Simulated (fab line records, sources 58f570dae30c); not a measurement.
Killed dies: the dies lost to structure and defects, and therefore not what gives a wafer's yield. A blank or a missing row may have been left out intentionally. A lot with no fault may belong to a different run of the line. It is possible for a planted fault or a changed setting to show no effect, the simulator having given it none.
Matching of chambers	flow berkeley-cmos170	rie-diel-02 running UCB170_ZERO_ETCH_06: 4 sister chambers
The step etches SiO2 in CHF3/CF4/Ar, time 12 s. 22 wafers are shown with their chamber, then 11 later ones without.

## WAFERS PAIRED WITH THEIR CHAMBERS
wafer	chamber	drypump-motor-current-A (A)	throttle-valve-pct (%)	rf-fwd-power-W (W)
L074.1	3	6.0	9.13	490.0
L074.3	2	5.7	9.34	494.8
L074.5	3	6.0	9.14	488.6
L077.1	0	6.7	9.31	493.8
L077.4	2	5.7	9.36	493.4
L077.5	0	6.7	9.30	493.9
L079.1	2	5.7	9.36	494.8
L079.3	0	6.8	9.29	495.8
L079.4	3	6.0	9.11	492.8
L080.2	2	5.7	9.36	494.5
L080.4	1	5.4	9.31	495.0
L080.6	0	6.8	9.31	495.8
L082.1	2	5.7	9.36	497.4
L082.2	3	6.0	9.15	489.2
L082.4	0	6.8	9.30	494.9
L086.4	1	5.4	9.32	495.4
L086.5	1	5.4	9.29	493.7
L086.6	0	6.8	9.30	495.1
L088.1	1	5.4	9.30	495.9
L088.4	2	5.7	9.36	494.8
L088.6	2	5.7	9.34	496.3
L090.2	0	6.7	9.30	494.9

SIGNATURES, as means of the wafers listed above
reading	chamber 0	chamber 1	chamber 2	chamber 3	scatter within a chamber
drypump-motor-current-A	6.757	5.400	5.700	6.000	0.0309
throttle-valve-pct	9.3014	9.3050	9.3543	9.1325	0.0111
rf-fwd-power-W	494.886	495.000	495.143	490.150	1.23
Rule: for a wafer and a chamber, the distance is found by dividing, reading by reading, the gap between the wafer's reading and the chamber's mean by the reading's scatter, squaring, summing and taking the root. The wafer belongs to the nearest chamber; if the next one is less than 2 further off, it can't be placed. The scatter is the square root of a quotient: the sum, over the shown wafers, of each reading's squared deviation from its chamber's mean, divided by wafers minus chambers.

## WAFERS WITH NO CHAMBER GIVEN
wafer	drypump-motor-current-A (A)	throttle-valve-pct (%)	rf-fwd-power-W (W)
L090.3	5.7	9.35	494.8
L090.5	5.4	9.32	497.0
L093.2	6.7	9.31	496.6
L093.3	5.7	9.36	494.6
L093.4	6.0	9.14	491.7
L094.2	6.0	9.14	490.0
L094.4	5.7	9.36	490.7
L094.6	6.7	9.30	495.4
L096.3	6.7	9.31	494.1
L096.4	5.7	9.36	497.0
L096.6	5.7	9.34	497.0

## THE CHAMBER EACH PASSED THROUGH
wafer	from the rows above	in truth
L090.3	2	2
L090.5	1	1
L093.2	0	0
L093.3	2	2
L093.4	3	3
L094.2	3	3
L094.4	2	2
L094.6	0	0
L096.3	0	0
L096.4	2	2
L096.6	2	2
Placed correctly: 11 of 11. Not placeable from these rows: 0. Number placed wrongly: 0.
